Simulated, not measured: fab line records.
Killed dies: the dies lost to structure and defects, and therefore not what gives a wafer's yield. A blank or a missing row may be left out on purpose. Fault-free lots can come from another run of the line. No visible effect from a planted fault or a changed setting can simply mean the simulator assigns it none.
Shared-tool check + flow rit cmos + 14 lots, 42 wafers sampled

WHY THIS WAS OPENED
RIT_WELLDRIVE_RS_MEAS_02, reading PWELL_RS: flagged on 2 of 14 lots. No-fault wafers: 429.1 ohm/sq, standard deviation 1.2.
Rule: a lot is flagged when every wafer of it that has a number lies more than 4 standard deviations from that mean, or none has a number. All remaining lots are regarded as sound.

| lot  | measured    | on            | PWELL_RS (ohm/sq), wafer by wafer | flag    |
|------|-------------|---------------|-----------------------------------|---------|
| L393 | day 2 15:14 | film metro-04 | 430.8 429.7 431.3                 |         |
| L394 | day 2 15:15 | film metro-01 | 429.2 428.6 429.4                 |         |
| L396 | day 3 00:04 | film metro-04 | 429.1 428.6 428.8                 |         |
| L397 | day 3 05:01 | film metro-01 | 428.1 428.1 428.7                 |         |
| L398 | day 3 08:13 | film metro-02 | 428.6 431.0 429.8                 |         |
| L399 | day 3 14:54 | film metro-02 | 428.9 426.8 426.8                 |         |
| L400 | day 3 20:54 | film metro-04 | 427.1 428.5 427.0                 |         |
| L402 | day 4 03:47 | film metro-01 | 429.3 429.1 428.7                 |         |
| L401 | day 4 05:16 | film metro-01 | 416.7 417.4 417.0                 | FLAGGED |
| L404 | day 4 14:05 | film metro-01 | 430.6 429.8 430.4                 |         |
| L406 | day 4 23:10 | film metro-01 | 418.6 419.9 418.8                 | FLAGGED |
| L410 | day 5 21:25 | film metro-04 | 428.9 429.2 428.4                 |         |
| L412 | day 6 08:26 | film metro-01 | 429.7 428.8 431.1                 |         |
| L415 | day 6 22:26 | film metro-04 | 429.8 429.0 429.9                 |         |
Average over the flagged lots: 418.1 ohm/sq; offset from the usual -11.0 ohm/sq, equal to -9 standard deviations.

EACH LOT AND THE TOOL IT RAN ON
The record keeps 1 process step preceding the reading, out of 202 steps on the route. In each cell: the tool, then ch and the chambers that the sampled wafers went through, then the start.
| lot  | flag    | RIT_PWELL_IMPLANT_08           |
|------|---------|--------------------------------|
| L393 |         | implanter-04 ch 0, day 2 07:22 |
| L394 |         | implanter-02 ch 0, day 2 07:39 |
| L396 |         | implanter-02 ch 0, day 2 17:17 |
| L397 |         | implanter-04 ch 0, day 2 20:56 |
| L398 |         | implanter-03 ch 0, day 3 02:37 |
| L399 |         | implanter-02 ch 0, day 3 07:37 |
| L400 |         | implanter-02 ch 0, day 3 14:38 |
| L402 |         | implanter-03 ch 0, day 3 22:13 |
| L401 | FLAGGED | implanter-02 ch 0, day 3 22:17 |
| L404 |         | implanter-04 ch 0, day 4 08:19 |
| L406 | FLAGGED | implanter-02 ch 0, day 4 16:56 |
| L410 |         | implanter-04 ch 0, day 5 15:20 |
| L412 |         | implanter-03 ch 0, day 6 01:35 |
| L415 |         | implanter-04 ch 0, day 6 15:51 |
What is done by these steps:
- RIT_PWELL_IMPLANT_08
- RIT_WELLDRIVE_RS_MEAS_02: measures by four-point-probe.

FLAGGED OVER TOTAL, TOOL BY TOOL (the gauges that took the reading come last)
| step                     | tool          | lots run | flagged | share of the flagged lots | sound lots run after its first flagged lot |
|--------------------------|---------------|----------|---------|---------------------------|--------------------------------------------|
| RIT_PWELL_IMPLANT_08     | implanter-02  | 6        | 2       | all                       | 0                                          |
| RIT_PWELL_IMPLANT_08     | implanter-03  | 3        | 0       | none                      | -                                          |
| RIT_PWELL_IMPLANT_08     | implanter-04  | 5        | 0       | none                      | -                                          |
| RIT_WELLDRIVE_RS_MEAS_02 | film metro-01 | 7        | 2       | all                       | 2 (L404,L412)                              |
| RIT_WELLDRIVE_RS_MEAS_02 | film metro-02 | 2        | 0       | none                      | -                                          |
| RIT_WELLDRIVE_RS_MEAS_02 | film metro-04 | 5        | 0       | none                      | -                                          |

THE TABLE: WHAT IT ALLOWS
Table rows that saw every flagged lot: 2, namely implanter-02 at RIT_PWELL_IMPLANT_08 and film metro-01 at RIT_WELLDRIVE_RS_MEAS_02.
- implanter-02 at RIT_PWELL_IMPLANT_08: 2 of its 6 lots flagged. A fault beginning between L400 (day 3 14:38), its last sound lot, and L401 (day 3 22:17), its first flagged one, fits the data. Its own readings lie more than 4 standard deviations out on every wafer of the flagged lots: beam energy keV.
- film metro-01 at RIT_WELLDRIVE_RS_MEAS_02: 2 of its 7 lots flagged. Sound lots followed the first flagged one (L404, L412) on it, something a lasting fault affecting the whole tool could not allow.
Left over: one tool, implanter-02 at RIT_PWELL_IMPLANT_08.

WHAT THE SIMULATOR PUT IN
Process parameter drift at RIT_PWELL_IMPLANT_08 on implanter-02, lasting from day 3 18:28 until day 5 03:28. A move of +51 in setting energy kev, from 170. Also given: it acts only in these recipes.
Struck lots among those shown: L401, L406. The rule above reached the same finding.
